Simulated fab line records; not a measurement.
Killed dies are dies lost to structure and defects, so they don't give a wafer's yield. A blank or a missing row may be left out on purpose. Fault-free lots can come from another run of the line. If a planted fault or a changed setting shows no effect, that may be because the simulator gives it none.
Commonality check across tools | flow berkeley cmos170 | Sample size 13 lots and 39 wafers

## REASON FOR OPENING
On 1 of the 13 lots, a flag is raised at UCB170_CONTACT_CD_MEAS_15 on the reading cd nm. No-fault wafers: 700.2 nm, standard deviation 1.4.
Rule: a lot gets a flag if all its wafers with a number sit over 4 standard deviations from that mean, or if no wafer of it has a number. All remaining lots are regarded as sound.

lot  | measured     | on        | cd nm (nm), wafer by wafer | flag
L554 | day 7 18:53  | cd sem-02 | 699.6 701.2 699.5          |
L555 | day 8 17:10  | cd sem-02 | 702.9 701.5 701.9          |
L558 | day 8 17:44  | cd sem-02 | 697.4 698.9 697.6          |
L557 | day 8 19:18  | cd sem-02 | 702.2 700.3 701.6          |
L559 | day 8 22:11  | cd sem-02 | 700.4 700.2 700.2          |
L563 | day 9 21:12  | cd sem-01 | 700.1 700.4 701.5          |
L562 | day 9 23:05  | cd sem-02 | 699.4 700.2 699.9          |
L564 | day 10 06:38 | cd sem-01 | 698.2 697.0 698.2          |
L565 | day 10 11:59 | cd sem-02 | 748.4 748.3 747.8          | FLAGGED
L570 | day 11 10:54 | cd sem-01 | 700.1 698.9 700.1          |
L573 | day 11 12:59 | cd sem-01 | 699.2 698.2 698.5          |
L575 | day 11 23:29 | cd sem-01 | 697.9 698.1 697.4          |
L577 | day 12 13:56 | cd sem-01 | 702.1 702.3 700.9          |
The numbers of the flagged lots are 748.2 nm on average: +48.0 nm against the usual, or +34 standard deviations.

## EACH LOT AND THE TOOL IT RAN ON
Before the reading, the record contains 2 process steps out of a 331-step route. In each cell: the tool, then ch and the chambers that the sampled wafers went through, then the start.
lot  | flag    | UCB170_CONTACT_SOFTBAKE_11                   | UCB170_CONTACT_EXPOSE_12
L554 |         | litho track-04 ch 0, day 7 18:26 or earlier  | krf scanner-01 ch 0, day 7 18:26
L555 |         | litho track-04 ch 0, day 8 16:47 or earlier  | krf scanner-01 ch 0, day 8 16:47
L558 |         | litho track-01 ch 0, day 8 17:21 or earlier  | krf scanner-02 ch 0, day 8 17:21
L557 |         | litho track-01 ch 0, day 8 18:35 or earlier  | krf scanner-02 ch 0, day 8 18:35
L559 |         | litho track-03 ch 0, day 8 21:17 or earlier  | krf scanner-01 ch 0, day 8 21:17
L563 |         | litho track-04 ch 0, day 9 20:48 or earlier  | krf scanner-01 ch 0, day 9 20:48
L562 |         | litho track-04 ch 0, day 9 22:31 or earlier  | krf scanner-01 ch 0, day 9 22:31
L564 |         | litho track-03 ch 0, day 10 06:15 or earlier | krf scanner-02 ch 0, day 10 06:15
L565 | FLAGGED | litho track-04 ch 0, day 10 10:31 or earlier | krf scanner-02 ch 0, day 10 10:31
L570 |         | litho track-03 ch 0, day 11 10:23 or earlier | krf scanner-02 ch 0, day 11 10:23
L573 |         | litho track-03 ch 0, day 11 12:35 or earlier | krf scanner-02 ch 0, day 11 12:35
L575 |         | litho track-01 ch 0, day 11 22:55 or earlier | krf scanner-02 ch 0, day 11 22:55
L577 |         | litho track-01 ch 0, day 12 13:17 or earlier | krf scanner-02 ch 0, day 12 13:17
What the steps here do:
- UCB170_CONTACT_SOFTBAKE_11: time 62.78 s.
- UCB170_CONTACT_EXPOSE_12: exposes mask CONT, target cd 700 nm.
- UCB170_CONTACT_CD_MEAS_15: target cd 700 nm.

## FLAGGED AGAINST TOTAL, ONE TOOL AT A TIME (gauges that did the reading follow at the end)
step                       | tool           | lots run | flagged | share of the flagged lots | sound lots run after its first flagged lot
UCB170_CONTACT_SOFTBAKE_11 | litho track-01 | 4        | 0       | none                      | -
UCB170_CONTACT_SOFTBAKE_11 | litho track-03 | 4        | 0       | none                      | -
UCB170_CONTACT_SOFTBAKE_11 | litho track-04 | 5        | 1       | all                       | 0
UCB170_CONTACT_EXPOSE_12   | krf scanner-01 | 5        | 0       | none                      | -
UCB170_CONTACT_EXPOSE_12   | krf scanner-02 | 8        | 1       | all                       | 4 (L570,L573,L575,L577)
UCB170_CONTACT_CD_MEAS_15  | cd sem-01      | 6        | 0       | none                      | -
UCB170_CONTACT_CD_MEAS_15  | cd sem-02      | 7        | 1       | all                       | 0
With no start given for some of its lots, UCB170_CONTACT_SOFTBAKE_11 uses the hours and lot order of UCB170_CONTACT_EXPOSE_12.

## WHAT THE TABLE ALLOWS
Every flagged lot was run by 3 rows of the table: litho track-04 at UCB170_CONTACT_SOFTBAKE_11, krf scanner-02 at UCB170_CONTACT_EXPOSE_12 and cd sem-02 at UCB170_CONTACT_CD_MEAS_15.
- litho track-04 at UCB170_CONTACT_SOFTBAKE_11: 1 of its 5 lots flagged. Last sound lot L562 at day 9 22:31, first flagged lot L565 at day 10 10:31; a fault beginning in between fits.
- krf scanner-02 at UCB170_CONTACT_EXPOSE_12: 1 of its 8 lots flagged. Lots that were sound ran on it after the first flagged one (L570, L573, L575, L577); a persistent fault on the entire tool would not allow that.
- cd sem-02 at UCB170_CONTACT_CD_MEAS_15: 1 of its 7 lots flagged. Last sound lot L562 at day 9 23:05, first flagged lot L565 at day 10 11:59; a fault beginning in between fits.
Counting lots can't tell these 2 tools apart, because each fits a fault that began at some hour. More lots, or a look at what each step does to the wafer, might.

## WHAT WAS PUT IN BY THE SIMULATOR
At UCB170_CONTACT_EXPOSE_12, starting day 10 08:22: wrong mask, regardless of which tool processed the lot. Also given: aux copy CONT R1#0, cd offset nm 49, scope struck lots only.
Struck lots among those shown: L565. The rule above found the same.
